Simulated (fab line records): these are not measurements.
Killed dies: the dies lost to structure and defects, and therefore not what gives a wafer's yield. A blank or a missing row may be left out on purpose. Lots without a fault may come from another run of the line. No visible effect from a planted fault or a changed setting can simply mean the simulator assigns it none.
Lot-split experiment :: flow berkeley cmos170 :: 23 wafers read across 5 lots, on a route 331 steps long

== ON THE SPLIT ==
At UCB170_CONTACT_COAT_10 (resist thk 900 nm), the setting resist thk nm was moved away from the recipe's 900 nm on 8 of the 23 wafers read, by -5.2% to +5.8%. For the rest of the wafers, this setting stayed at what the recipe calls for.

== FROM THE SPLIT TO THE READING: what the file shows between them, 3 steps ==
- UCB170_CONTACT_SOFTBAKE_11: time 60 s
- UCB170_CONTACT_EXPOSE_12: exposes mask CONT, target cd 700 nm
- UCB170_CONTACT_ETCH_17: etches BARC in N2/H2

== THE READING ==
KrF_of_CONTACT_COAT_10.thk nm (the simulator's own value, which no gauge read), in nm, at UCB170_CONTACT_ETCH_18 (etches PSG in CHF3/CF4/Ar, stops on TiSi2, target depth 840 nm, time 195 s). No usual value for it is given in the file. The 15 wafers here that ran the recipe average 690.9 nm, standard deviation 5.3 nm.

wafer: L074.1
tool, chamber at the split: litho track-03, 0
resist thk nm as run, nm: 900
against the recipe: recipe
KrF_of_CONTACT_COAT_10.thk nm, nm: 680.1
against lot-mates on the recipe: -

wafer: L074.2
tool, chamber at the split: litho track-03, 0
resist thk nm as run, nm: 853.3
against the recipe: -5.2%
KrF_of_CONTACT_COAT_10.thk nm, nm: 641
against lot-mates on the recipe: -45.4

wafer: L074.4
tool, chamber at the split: litho track-03, 0
resist thk nm as run, nm: 900
against the recipe: recipe
KrF_of_CONTACT_COAT_10.thk nm, nm: 688.4
against lot-mates on the recipe: -

wafer: L074.5
tool, chamber at the split: litho track-03, 0
resist thk nm as run, nm: 853.3
against the recipe: -5.2%
KrF_of_CONTACT_COAT_10.thk nm, nm: 633.9
against lot-mates on the recipe: -52.5

wafer: L074.6
tool, chamber at the split: litho track-03, 0
resist thk nm as run, nm: 900
against the recipe: recipe
KrF_of_CONTACT_COAT_10.thk nm, nm: 690.8
against lot-mates on the recipe: -

wafer: L075.1
tool, chamber at the split: litho track-04, 0
resist thk nm as run, nm: 900
against the recipe: recipe
KrF_of_CONTACT_COAT_10.thk nm, nm: 685.6
against lot-mates on the recipe: -

wafer: L075.3
tool, chamber at the split: litho track-04, 0
resist thk nm as run, nm: 900
against the recipe: recipe
KrF_of_CONTACT_COAT_10.thk nm, nm: 695.1
against lot-mates on the recipe: -

wafer: L075.6
tool, chamber at the split: litho track-04, 0
resist thk nm as run, nm: 900
against the recipe: recipe
KrF_of_CONTACT_COAT_10.thk nm, nm: 691.1
against lot-mates on the recipe: -

wafer: L078.1
tool, chamber at the split: litho track-01, 0
resist thk nm as run, nm: 952.4
against the recipe: +5.8%
KrF_of_CONTACT_COAT_10.thk nm, nm: 740.1
against lot-mates on the recipe: +45.6

wafer: L078.3
tool, chamber at the split: litho track-01, 0
resist thk nm as run, nm: 900
against the recipe: recipe
KrF_of_CONTACT_COAT_10.thk nm, nm: 697.9
against lot-mates on the recipe: -

wafer: L078.4
tool, chamber at the split: litho track-01, 0
resist thk nm as run, nm: 900
against the recipe: recipe
KrF_of_CONTACT_COAT_10.thk nm, nm: 690.2
against lot-mates on the recipe: -

wafer: L078.5
tool, chamber at the split: litho track-01, 0
resist thk nm as run, nm: 900
against the recipe: recipe
KrF_of_CONTACT_COAT_10.thk nm, nm: 695.5
against lot-mates on the recipe: -

wafer: L078.6
tool, chamber at the split: litho track-01, 0
resist thk nm as run, nm: 952.4
against the recipe: +5.8%
KrF_of_CONTACT_COAT_10.thk nm, nm: 743.6
against lot-mates on the recipe: +49.1

wafer: L079.1
tool, chamber at the split: litho track-03, 0
resist thk nm as run, nm: 900
against the recipe: recipe
KrF_of_CONTACT_COAT_10.thk nm, nm: 684.5
against lot-mates on the recipe: -

wafer: L079.2
tool, chamber at the split: litho track-03, 0
resist thk nm as run, nm: 940.3
against the recipe: +4.5%
KrF_of_CONTACT_COAT_10.thk nm, nm: 729.8
against lot-mates on the recipe: +41.6

wafer: L079.4
tool, chamber at the split: litho track-03, 0
resist thk nm as run, nm: 900
against the recipe: recipe
KrF_of_CONTACT_COAT_10.thk nm, nm: 691.7
against lot-mates on the recipe: -

wafer: L079.5
tool, chamber at the split: litho track-03, 0
resist thk nm as run, nm: 940.3
against the recipe: +4.5%
KrF_of_CONTACT_COAT_10.thk nm, nm: 724.4
against lot-mates on the recipe: +36.2

wafer: L079.6
tool, chamber at the split: litho track-03, 0
resist thk nm as run, nm: 900
against the recipe: recipe
KrF_of_CONTACT_COAT_10.thk nm, nm: 688.4
against lot-mates on the recipe: -

wafer: L081.2
tool, chamber at the split: litho track-01, 0
resist thk nm as run, nm: 900
against the recipe: recipe
KrF_of_CONTACT_COAT_10.thk nm, nm: 694.2
against lot-mates on the recipe: -

wafer: L081.3
tool, chamber at the split: litho track-01, 0
resist thk nm as run, nm: 900
against the recipe: recipe
KrF_of_CONTACT_COAT_10.thk nm, nm: 701.5
against lot-mates on the recipe: -

wafer: L081.4
tool, chamber at the split: litho track-01, 0
resist thk nm as run, nm: 886
against the recipe: -1.6%
KrF_of_CONTACT_COAT_10.thk nm, nm: 676.6
against lot-mates on the recipe: -18.2

wafer: L081.5
tool, chamber at the split: litho track-01, 0
resist thk nm as run, nm: 886
against the recipe: -1.6%
KrF_of_CONTACT_COAT_10.thk nm, nm: 679.4
against lot-mates on the recipe: -15.4

wafer: L081.6
tool, chamber at the split: litho track-01, 0
resist thk nm as run, nm: 900
against the recipe: recipe
KrF_of_CONTACT_COAT_10.thk nm, nm: 688.6
against lot-mates on the recipe: -

FIT RESULTS
A straight line over all 23 wafers: KrF_of_CONTACT_COAT_10.thk nm changes by +9.12 nm for each +1% of resist thk nm; r = +0.98; the points scatter about the line by 5.2 nm.
The same after taking each lot's own level away (the mean of its wafers on the recipe; 23 wafers): +8.8 nm for each +1%; r = +0.99; scatter 4.1 nm.
Per that fit: largest resist thk nm move, reading shift of 51 nm.
Measured against the standard deviation above, the lots' own levels, which go from 686.43 to 694.77 nm, span 1.6 times it.
So the lot-to-lot level changes the slope little: the two slopes agree.
Check: +51.7 nm against its lot-mates is what the line predicts for one of the wafers moved furthest among these (+5.8%) when that wafer is left out of the fit. Against them it came out at +45.6 nm.

== FURTHER SPLITS ON THESE WAFERS ==
These wafers also went through other splits before the reading. Each is held against what the fit with the lots' levels taken away leaves over:
other split on the same wafers: UCB170_GATE_PEB_10 peb temp c
wafers away from the commonest value: 10
r with KrF_of_CONTACT_COAT_10.thk nm (lot level and that fit taken away): +0.13

other split on the same wafers: UCB170_NLDD_IMPLANT_09 energy kev
wafers away from the commonest value: 10
r with KrF_of_CONTACT_COAT_10.thk nm (lot level and that fit taken away): -0.26

other split on the same wafers: UCB170_NSD_IMPLANT_08 dose cm2
wafers away from the commonest value: 6
r with KrF_of_CONTACT_COAT_10.thk nm (lot level and that fit taken away): +0.27

other split on the same wafers: UCB170_BACKSIDE_HMDS_00 prime time s
wafers away from the commonest value: 6
r with KrF_of_CONTACT_COAT_10.thk nm (lot level and that fit taken away): -0.24

other split on the same wafers: UCB170_SILICIDE_SPUTTER_01 time s
wafers away from the commonest value: 8
r with KrF_of_CONTACT_COAT_10.thk nm (lot level and that fit taken away): +0.16

== THE WHOLE CHAIN: every reading that the file lists as answering this split, in the file's order ==
step: UCB170_CONTACT_COAT_10
what it does: resist thk 900 nm
reading: KrF_of_CONTACT_COAT_10.thk nm (the simulator's own value, which no gauge read)
change (the file's fit): +9.12 nm for each +1% of the setting
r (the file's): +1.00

step: UCB170_CONTACT_ETCH_18
what it does: etches PSG in CHF3/CF4/Ar, stops on TiSi2, target depth 840 nm, time 195 s
reading: KrF_of_CONTACT_COAT_10.thk nm (the simulator's own value, which no gauge read)
change (the file's fit): +8.76 nm for each +1% of the setting
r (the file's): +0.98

== FILE'S OWN FIT ==
KrF_of_CONTACT_COAT_10.thk nm changes by +8.76 nm for each +1% of resist thk nm, r = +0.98.
